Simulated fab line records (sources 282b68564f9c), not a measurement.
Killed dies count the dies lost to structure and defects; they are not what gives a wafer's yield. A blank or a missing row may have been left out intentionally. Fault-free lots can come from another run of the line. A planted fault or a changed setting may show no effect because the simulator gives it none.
fab line records -- flow rit_cmos
record lots=6, wafers=18, last_day=7
route steps=202 shown GATE@75 FOX2@80
lots untouched by any fault: they come from a run of this same line in which no faults occurred
start_h: hours from the record's opening day to when the first of the lot's shown wafers began -- wait_h: time in hours since the lot's previous step -- " unchanged from the row above -- L1.1+2: a single row standing in for several wafers -- - no value, or no start was given -- * or withheld: withheld -- < > ~ a bound
route shown NAME@n: a module of which the file shows steps, and the number in the route of the first -- usual: mean/standard deviation of fault-free wafers -- same: alike in all rows -- chamber/n: place in a boat -- sites: readings site by site -- _std_site: the standard deviation of these -- _edge_site: inner sites' mean taken away from outer sites' mean -- radius_mm: how far each site lies from the wafer's centre -- mask NAME#n: copy n -- behind: the tool/chamber that last shaped the wafer -- hold: reason for holding the lot/hours on hold/outcome of the hold -- device: which transistor (n, p or np) failed to switch -- end of line: the tests these same wafers got at the end of their route -- for a step that has no rows: nothing shown but its recipe -- killed: dies that structure and defects cost at the first sort, which is not the same as the wafer's yield -- map: a wafer's dies, marking killed ones x, the rest . and places with no die _
set.NAME: the setting the step ran with; set.NAME@STEP: the setting that earlier step ran with -- model.NAME: the simulator's own value behind a step, which no gauge read
lots at some steps of the route; a table a step, a row a wafer
services: when a tool's chamber went out of use (start_h, in hours from the record's first day, below 0 if earlier), for how many hours, and the reason
## steps
# step RIT_GATE_WET_ETCH_00
# recipe chemistry=BOE, target=SiO2, target_depth_nm=56, time_s=60, dry=n2_spin, dilution=10:1, temp_c=21.5
# step RIT_GATE_CLEAN_01
# recipe chemistry=SC1, mix=3:3:50, time_s=600, temp_c=75
# step RIT_GATE_CLEAN_02
# recipe chemistry=dHF, dilution=50:1, time_s=30
# step RIT_GATE_CLEAN_03
# recipe chemistry=SC2, mix=3:3:50, time_s=600, temp_c=75, dry=n2_spin
# step RIT_GATE_CLEAN_04
# recipe chemistry=dHF, dilution=50:1, time_s=60, dry=n2_spin
# step RIT_FOX2_THK_MEAS_91
# recipe reads=SiO2_of_FOX2_OXIDATION_00
# usual FIELD_OXIDE_LEFT_2_THK=255/6.3
lot.wafer,tool,chamber,start_h,wait_h,FIELD_OXIDE_LEFT_2_THK[nm]
L196.4,film_metro-01,-,62.16,0.0,252
L196.5,film_metro-01,-,62.16,0.0,252
L196.6,film_metro-01,-,62.16,0.0,252
L197.3,film_metro-01,-,66.49,0.0,254
L197.5,film_metro-01,-,66.49,0.0,252
L197.6,film_metro-01,-,66.49,0.0,252
L204.2,film_metro-03,-,102.05,0.0,266
L204.3,film_metro-03,-,102.05,0.0,266
L204.5,film_metro-03,-,102.05,0.0,263
L206.2,film_metro-03,-,113.11,0.0,260
L206.3,film_metro-03,-,113.11,0.0,252
L206.5,film_metro-03,-,113.11,0.0,250
L212.2,film_metro-03,-,142.92,0.0,240
L212.3,film_metro-03,-,142.92,0.0,244
L212.5,film_metro-03,-,142.92,0.0,245
L213.1,film_metro-03,-,148.28,0.0,259
L213.2,film_metro-03,-,148.28,0.0,257
L213.5,film_metro-03,-,148.28,0.0,257
# step RIT_GATE_OXIDATION_05
# recipe temp_c=900, ambient=O2, target_thk_a=30, ox_time_s=270
# step RIT_GATE_ANNEAL_06
# recipe temp_c=900, time_s=600, ambient=N2O
# step RIT_GATE_THK_MEAS_07
# recipe reads=SiO2_of_GATE_OXIDATION_05
# usual GATE_OXIDE_THK=3.03/0.06
lot.wafer,tool,chamber,start_h,wait_h,GATE_OXIDE_THK[nm]
L196.4,film_metro-02,-,63.54,0.0,3.09
L196.5,film_metro-02,-,63.54,0.0,2.99
L196.6,film_metro-02,-,63.54,0.0,3.02
L197.3,film_metro-02,-,67.88,0.0,2.92
L197.5,film_metro-02,-,67.88,0.0,2.99
L197.6,film_metro-02,-,67.88,0.0,2.97
L204.2,film_metro-01,-,103.43,0.0,3.09
L204.3,film_metro-01,-,103.43,0.0,3.11
L204.5,film_metro-01,-,103.43,0.0,3.00
L206.2,film_metro-02,-,114.49,0.0,3.06
L206.3,film_metro-02,-,114.49,0.0,3.07
L206.5,film_metro-02,-,114.49,0.0,3.04
L212.2,film_metro-03,-,144.31,0.0,2.97
L212.3,film_metro-03,-,144.31,0.0,2.99
L212.5,film_metro-03,-,144.31,0.0,3.03
L213.1,film_metro-02,-,153.52,0.0,3.13
L213.2,film_metro-02,-,153.52,0.0,3.06
L213.5,film_metro-02,-,153.52,0.0,3.04
# step RIT_GATE_CVD_08
# recipe material=poly-Si, target_thk_nm=250, temp_c=610, precursor=SiH4, time_s=2220, pressure_mtorr=300, sih4_flow_sccm=96.44
# step RIT_GATE_THK_MEAS_09
# recipe reads=poly-Si_of_GATE_CVD_08
# usual GATE_POLY_THK=240.5/2.4
lot.wafer,tool,chamber,start_h,wait_h,GATE_POLY_THK[nm]
L196.4,film_metro-02,-,66.69,0.0,242.1
L196.5,film_metro-02,-,66.69,0.0,244.7
L196.6,film_metro-02,-,66.69,0.0,243.9
L197.3,film_metro-03,-,69.55,0.0,240.7
L197.5,film_metro-03,-,69.55,0.0,238.9
L197.6,film_metro-03,-,69.55,0.0,243.1
L204.2,film_metro-01,-,105.16,0.0,241.4
L204.3,film_metro-01,-,105.16,0.0,243.4
L204.5,film_metro-01,-,105.16,0.0,239.7
L206.2,film_metro-03,-,116.17,0.0,237.7
L206.3,film_metro-03,-,116.17,0.0,238.7
L206.5,film_metro-03,-,116.17,0.0,239.7
L212.2,film_metro-02,-,145.98,0.0,239.4
L212.3,film_metro-02,-,145.98,0.0,237.5
L212.5,film_metro-02,-,145.98,0.0,240.9
L213.1,film_metro-02,-,155.20,0.0,243.5
L213.2,film_metro-02,-,155.20,0.0,243.5
L213.5,film_metro-02,-,155.20,0.0,245.9
# step RIT_GATE_HMDS_10
# recipe prime_time_s=60, prime_temp_c=140
# step RIT_GATE_COAT_11
# recipe resist=NOVOLAK, spin_rpm=4250, resist_thk_nm=850
lot.wafer,tool,chamber,start_h,wait_h,model.NOVOLAK_of_GATE_COAT_11.thk_nm
L196.4,litho_track-04,0,66.95,0.1,847.4
L196.5,litho_track-04,0,66.95,0.1,848.7
L196.6,litho_track-04,0,66.95,0.1,849.4
L197.3,litho_track-02,0,69.79,0.1,851.2
L197.5,litho_track-02,0,69.79,0.1,849.6
L197.6,litho_track-02,0,69.79,0.1,853.7
L204.2+5,litho_track-02,0,105.38,0.1,468.3
L204.3,litho_track-02,0,105.38,0.1,468.1
L206.2,litho_track-02,0,116.39,0.1,468.8
L206.3,litho_track-02,0,116.39,0.1,469.1
L206.5,litho_track-02,0,116.39,0.1,467.3
L212.2,litho_track-03,0,146.21,0.1,853.5
L212.3,litho_track-03,0,146.21,0.1,852.3
L212.5,litho_track-03,0,146.21,0.1,851.5
L213.1,litho_track-04,0,155.41,0.1,851.7
L213.2,litho_track-04,0,155.41,0.1,847.7
L213.5,litho_track-04,0,155.41,0.1,848.7
# step RIT_GATE_SOFTBAKE_12
# recipe resist=NOVOLAK, temp_c=90, time_s=60
# step RIT_GATE_EXPOSE_13
# recipe mask_id=M6, na=0.6, source_shape=conventional, sigma_outer=0.6, target_cd_nm=150, dose_mj=387.8
# step RIT_GATE_PEB_14
# recipe resist=NOVOLAK, temp_c=withheld, time_s=withheld
# step RIT_GATE_DEVELOP_15
# recipe resist=NOVOLAK, develop_time_s=50, dev_temp_c=23
# step RIT_GATE_CD_MEAS_16
# recipe target_cd_nm=150
# usual cd_nm=149.2/2.3
lot.wafer,tool,chamber,start_h,wait_h,cd_nm
L196.4,cd_sem-02,-,67.77,-,144.6
L196.5,cd_sem-02,-,67.77,-,145.9
L196.6,cd_sem-02,-,67.77,-,147.1
L197.3,cd_sem-02,-,70.48,-,150.4
L197.5,cd_sem-02,-,70.48,-,151.2
L197.6,cd_sem-02,-,70.48,-,155.4
L204.2,cd_sem-02,-,106.20,-,60.0
L204.3,cd_sem-02,-,106.20,-,59.8
L204.5,cd_sem-02,-,106.20,-,60.2
L206.2,cd_sem-02,-,117.25,-,73.6
L206.3,cd_sem-02,-,117.25,-,74.1
L206.5,cd_sem-02,-,117.25,-,74.1
L212.2,cd_sem-02,-,146.90,-,151.0
L212.3,cd_sem-02,-,146.90,-,148.3
L212.5,cd_sem-02,-,146.90,-,148.3
L213.1,cd_sem-02,-,156.11,-,148.8
L213.2,cd_sem-02,-,156.11,-,147.4
L213.5,cd_sem-02,-,156.11,-,147.9
# step RIT_GATE_OVL_MEAS_17
# usual GATE_OVL=0.6/1.4
lot.wafer,tool,chamber,start_h,wait_h,GATE_OVL[nm]
L196.4,overlay-02,-,67.85,0.1,0.4
L196.5,overlay-02,-,67.85,0.1,0.7
L196.6,overlay-02,-,67.85,0.1,0.6
L197.3,overlay-01,-,70.58,0.1,0.6
L197.5,overlay-01,-,70.58,0.1,1.8
L197.6,overlay-01,-,70.58,0.1,1.9
L204.2,overlay-02,-,106.31,0.1,3.1
L204.3,overlay-02,-,106.31,0.1,0.4
L204.5,overlay-02,-,106.31,0.1,-0.2
L206.2,overlay-01,-,117.36,0.1,1.0
L206.3,overlay-01,-,117.36,0.1,0.1
L206.5,overlay-01,-,117.36,0.1,1.5
L212.2,overlay-02,-,147.01,0.1,-0.7
L212.3,overlay-02,-,147.01,0.1,-0.5
L212.5,overlay-02,-,147.01,0.1,-0.5
L213.1,overlay-01,-,156.23,0.1,-0.4
L213.2,overlay-01,-,156.23,0.1,1.8
L213.5,overlay-01,-,156.23,0.1,0.0
# step RIT_GATE_HARDBAKE_18
# recipe resist=NOVOLAK, temp_c=140, time_s=60
# step RIT_GATE_ETCH_19
# recipe chemistry=SF6/CHF3/O2, time_s=165, SF6_flow_sccm=30, CHF3_flow_sccm=30, O2_flow_sccm=5, target=poly-Si, pressure_mtorr=40, rf_w=160, target_depth_a=3125, over_etch_frac=0.25, stop_on=SiO2
# usual drypump_motor_current_A=5.6/0.53, oes_product_au=0.818/0.015, throttle_valve_pct=10.20/0.11
lot.wafer,tool,chamber,start_h,wait_h,drypump_motor_current_A,oes_product_au,rf_hours_counter_h,throttle_valve_pct,model.NOVOLAK_of_GATE_COAT_11.thk_nm,model.GATE.cd_nm
L196.4,rie_si-02,3,68.02,0.1,5.7,0.820,138,10.26,667.5,144.7
L196.5,rie_si-02,2,68.02,0.1,6.7,0.848,-,10.51,670.5,145.9
L196.6,rie_si-02,1,68.02,0.1,5.0,0.821,-,10.15,670.9,147
L197.3,rie_si-01,0,70.75,0.1,4.7,0.817,3,10.10,667.8,150.4
L197.5,rie_si-01,3,70.75,0.1,5.6,0.796,-,10.27,670.6,151.3
L197.6,rie_si-01,2,70.75,0.1,5.8,0.847,-,10.16,676,155.4
L204.2,rie_si-02,1,106.49,0.1,5.0,0.819,26,10.15,337.2,60.02
L204.3,rie_si-02,3,106.49,0.1,5.7,0.826,138,10.25,334.3,59.61
L204.5,rie_si-02,3,106.49,0.1,5.7,0.824,-,10.25,335.7,60.58
L206.2,rie_si-02,0,117.54,0.1,5.6,0.799,123,10.10,335.4,73.85
L206.3,rie_si-02,1,117.54,0.1,5.0,0.819,26,10.16,338.2,73.98
L206.5,rie_si-02,0,117.54,0.1,5.6,0.795,-,10.09,334.8,74.27
L212.2,rie_si-02,3,147.19,0.1,5.7,0.815,139,10.25,672.8,150.7
L212.3,rie_si-02,0,147.19,0.1,5.6,0.798,123,10.10,672.3,148.2
L212.5,rie_si-02,2,147.19,0.1,6.7,0.843,-,10.50,671.4,148.4
L213.1,rie_si-01,1,156.42,0.1,5.8,0.816,30,10.18,673.7,149
L213.2,rie_si-01,2,156.42,0.1,5.8,0.838,4,10.16,671.3,147.5
L213.5,rie_si-01,0,156.42,0.1,4.7,0.836,-,10.10,667.6,147.4
# step RIT_GATE_STRIP_20
# recipe chemistry=O2, time_s=180, resist=NOVOLAK, platen_temp_c=withheld, power_w=500, pressure_mtorr=4000, o2_flow_sccm=4000
# usual drypump_motor_current_A=5.5/0.6
lot.wafer,tool,chamber,start_h,wait_h,drypump_motor_current_A,rf_hours_counter_h
L196.4,plasma_asher-02,0,68.18,0.1,5.1,-
L196.5,plasma_asher-02,1,68.18,0.1,4.9,-
L196.6,plasma_asher-02,0,68.18,0.1,5.1,-
L197.3,plasma_asher-04,0,70.92,0.1,5.9,-
L197.5,plasma_asher-04,1,70.92,0.1,6.4,-
L197.6,plasma_asher-04,0,70.92,0.1,5.9,-
L204.2,plasma_asher-01,1,106.60,0.1,5.2,47
L204.3,plasma_asher-01,0,106.60,0.1,6.5,-
L204.5,plasma_asher-01,0,106.60,0.1,6.4,-
L206.2,plasma_asher-04,0,117.65,0.1,5.9,45
L206.3,plasma_asher-04,0,117.65,0.1,5.9,-
L206.5,plasma_asher-04,1,117.65,0.1,6.4,-
L212.2,plasma_asher-02,1,147.30,0.1,4.9,37
L212.3,plasma_asher-02,0,147.30,0.1,5.1,-
L212.5,plasma_asher-02,0,147.30,0.1,5.1,-
L213.1,plasma_asher-02,0,156.52,0.1,5.1,38
L213.2,plasma_asher-02,1,156.52,0.1,4.9,38
L213.5,plasma_asher-02,1,156.52,0.1,4.9,-
## services
tool,chamber,start_h,hours,kind
rie_si-02,0,91.42,6.4,repair
plasma_asher-02,-,106.27,1.4,repair
plasma_asher-01,-,108.75,9.0,pm
plasma_asher-01,0,108.75,9.0,vent_cycle
plasma_asher-01,1,108.75,9.0,vent_cycle
rie_si-01,3,117.47,3.6,repair
plasma_asher-01,0,117.75,-,clean
plasma_asher-01,1,117.75,-,clean
rie_si-02,-,120.21,0.2,repair
rie_si-02,2,120.96,7.2,repair
rie_si-02,-,151.85,0.7,repair
## key
first_sign step=RIT_GATE_CD_MEAS_16, reading=cd_nm, direction=down, sigmas=36, usual=149.2, struck=67.0, through=control_loop
effect none on later readings
model_effect step=RIT_GATE_COAT_11, value=NOVOLAK_of_GATE_COAT_11.thk_nm, without=851.5, struck=468.3
model_effect step=RIT_GATE_ETCH_19, value=NOVOLAK_of_GATE_COAT_11.thk_nm, without=671.8, struck=335.9
met_at RIT_GATE_COAT_11
struck_wafers L204.2,L204.3,L204.5,L206.2,L206.3,L206.5
later_rows_left_out L204.2,L204.3,L204.5,L206.2,L206.3,L206.5
sort_left_out L204.2,L204.3,L204.5,L206.2,L206.3,L206.5
tester_left_out L204,L206
loop_trim step=RIT_GATE_EXPOSE_13, setting=dose, lots=L206
onset_between 69.79 105.38
fault kind=process_parameter_drift, tool=litho_track-02, chamber=-, onset_h=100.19, steps=RIT_GATE_COAT_11, channel=resist_thk_nm, offset=-382.5, shape=step, end_h=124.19, acts_in=these_recipes_only, stated=850
# tester_left_out: of these lots the tester's yield and bins aren't shown, on N5 and GAA mostly nor the transistor test; their killed dies are dies lost to structure and defects alone, not to doping, threshold or leakage, so they don't give the yield
# sort_left_out: the simulated sort isn't trusted on such a fault, so these wafers' sort isn't shown, and their yield isn't known
# later_rows_left_out: the simulator's readings of these wafers behind a module that went badly wrong aren't trusted and aren't shown, but for the sort
# loop_trim: a control loop set the setting to another value than it would have without faults
